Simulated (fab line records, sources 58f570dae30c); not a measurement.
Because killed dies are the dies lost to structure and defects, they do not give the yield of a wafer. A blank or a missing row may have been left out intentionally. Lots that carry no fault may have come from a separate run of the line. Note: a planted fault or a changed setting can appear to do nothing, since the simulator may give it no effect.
Comparing a struck lot with a sound one	flow berkeleyCmos170	31 out of 331 route steps
Sound: the wafers L853.4, L853.5, L853.6. Struck: wafers L846.1, L846.2, L846.3. The cause is named last.
At each step with rows: each side's tool, then ch and its chambers, then its first start. Under that, the readings that differ: sound wafers	struck wafers	difference of the means	sigmas: that difference in standard deviations of wafers without a fault.
alike: readings whose means differ by less than 2 such deviations, and words and numbers that are the same on both sides. not compared: withheld readings, readings that some wafer has no value for, bounds like >300 that may hide the same value, and numbers for which the record gives no deviation and whose values overlap.
A row with sigmas, a row that says differs or no value, or rows on one side alone: a step with any of these is where the two part. Numbers that have no deviation but don't overlap get no sigmas and don't part them. A reading missing from all wafers of one side parts the sides only when that side holds two or more wafers.

UCB170_PLDD_TW_MEAS_11:
  struck on filmMetro-01, day 9 20:45; sound on filmMetro-04, day 10 23:07
  alike: PLDD_TW
then, 7 steps without rows for these wafers: UCB170_PLDD_CLEAN_12 (cleans in SPM, time 600 s); UCB170_NLDD_HMDS_00 (prime time 60 s); UCB170_NLDD_COAT_01 (resist thk 900 nm); UCB170_NLDD_SOFTBAKE_02 (time 60 s); UCB170_NLDD_EXPOSE_03 (exposes mask NSELECT, target cd 1200 nm); UCB170_NLDD_PEB_04; UCB170_NLDD_DEVELOP_05 (develop time 45 s).
UCB170_NLDD_CD_MEAS_06: target cd 1200 nm.
  struck on cdSem-02, day 10 00:28; sound on cdSem-01, day 11 01:52
  alike: cdNm
UCB170_NLDD_OVL_MEAS_07:
  struck on overlay-02, day 10 00:35; sound on overlay-02, day 11 01:56
  alike: NLDD_OVL
then, 2 steps without rows for these wafers: UCB170_NLDD_IMPLANT_08; UCB170_NLDD_IMPLANT_09.
UCB170_NLDD_STRIP_10: strips in O2.
  sound on plasmaAsher-03 ch 0,1, day 11 02:17; struck on plasmaAsher-04 ch 0,1, day 10 00:55
  no value came back on the struck wafers for any of 5 readings (chamberPressureMTorr (mTorr), drypumpMotorCurrentA (A) and others); on the sound wafers chamberPressureMTorr (mTorr) reads 3500 3494 3496
reading	sound	struck	difference	sigmas
model.KrF_of_NLDD_COAT_01.thkNm (nm)	0 0 0	885 889.1 887.1	+887	
  not compared: rfHoursCounterH
UCB170_NLDD_TW_MEAS_11:
  struck on filmMetro-01, day 10 01:01; sound on filmMetro-04, day 11 02:23
  alike: NLDD_TW
then, 1 step without rows for these wafers: UCB170_NLDD_CLEAN_12 (cleans in SPM, time 600 s).
UCB170_SPACER_CVD_00: deposits SiO2 from TEOS/O2, target thk 376 nm, time 47 s.
  sound on pecvd-03 ch 0,1,2, day 11 02:41; struck on pecvd-01 ch 0,1,2, day 10 02:14
  alike: heaterPowerW, pressureMtorr
UCB170_SPACER_THK_MEAS_01:
  struck on filmMetro-01, day 10 02:17; sound on filmMetro-02, day 11 02:44
  alike: SPACER_TEOS_THK
then, 1 step without rows for these wafers: UCB170_SPACER_ANNEAL_02 (time 1800 s).
UCB170_SPACER_ETCHBACK_03: etches SiO2 in CHF3/CF4/Ar, stops on Si, target depth 376 nm, time 100 s.
  sound on rieDiel-02 ch 0,3, day 11 06:16; struck on rieDiel-03 ch 1,2,3, day 10 05:11
  alike: drypumpMotorCurrentA, mfcArSccm, oesProductAu, throttleValvePct
  not compared: rfHoursCounterH
then, 6 steps without rows for these wafers: UCB170_PSD_HMDS_00 (prime time 60 s); UCB170_PSD_COAT_01 (resist thk 900 nm); UCB170_PSD_SOFTBAKE_02 (time 60 s); UCB170_PSD_EXPOSE_03 (exposes mask PSELECT MOD, target cd 1200 nm); UCB170_PSD_PEB_04; UCB170_PSD_DEVELOP_05 (develop time 45 s).
UCB170_PSD_CD_MEAS_06: target cd 1200 nm.
  struck on cdSem-01, day 10 06:20; sound on cdSem-01, day 11 08:56
  alike: cdNm
UCB170_PSD_OVL_MEAS_07:
  struck on overlay-02, day 10 06:28; sound on overlay-02, day 11 09:01
  alike: PSD_OVL
next, for these wafers, 1 step has no rows: UCB170_PSD_IMPLANT_08.
UCB170_PSD_STRIP_09: strips in O2.
  sound on plasmaAsher-02 ch 0,1, day 11 09:13; struck on plasmaAsher-02 ch 0,1, day 10 06:39
reading	sound	struck	difference	sigmas
oesProductAu (a.u.)	0.596 0.600 0.598	0.660 0.674 0.662	+0.067	+16
stripTimeToEndpointS (s)	29.36 29.48 29.48	55.47 55.71 55.53	+26.13	+99 or more
  alike: chamberPressureMTorr, drypumpMotorCurrentA, o2FlowSccm
  not compared: rfHoursCounterH
UCB170_PSD_TW_MEAS_10:
  struck on filmMetro-04, day 10 06:45; sound on filmMetro-01, day 11 09:19
reading	sound	struck	difference	sigmas
PSD_TW	2351 2350 2337	30 30 31	-2316	-99 or more
then, 1 step without rows for these wafers: UCB170_PSD_CLEAN_11 (cleans in SPM, time 600 s).

WHERE THEY PART
Earliest at UCB170_NLDD_STRIP_10; latest, in this record, at UCB170_PSD_TW_MEAS_10.

WHY: what had been put in by the simulator
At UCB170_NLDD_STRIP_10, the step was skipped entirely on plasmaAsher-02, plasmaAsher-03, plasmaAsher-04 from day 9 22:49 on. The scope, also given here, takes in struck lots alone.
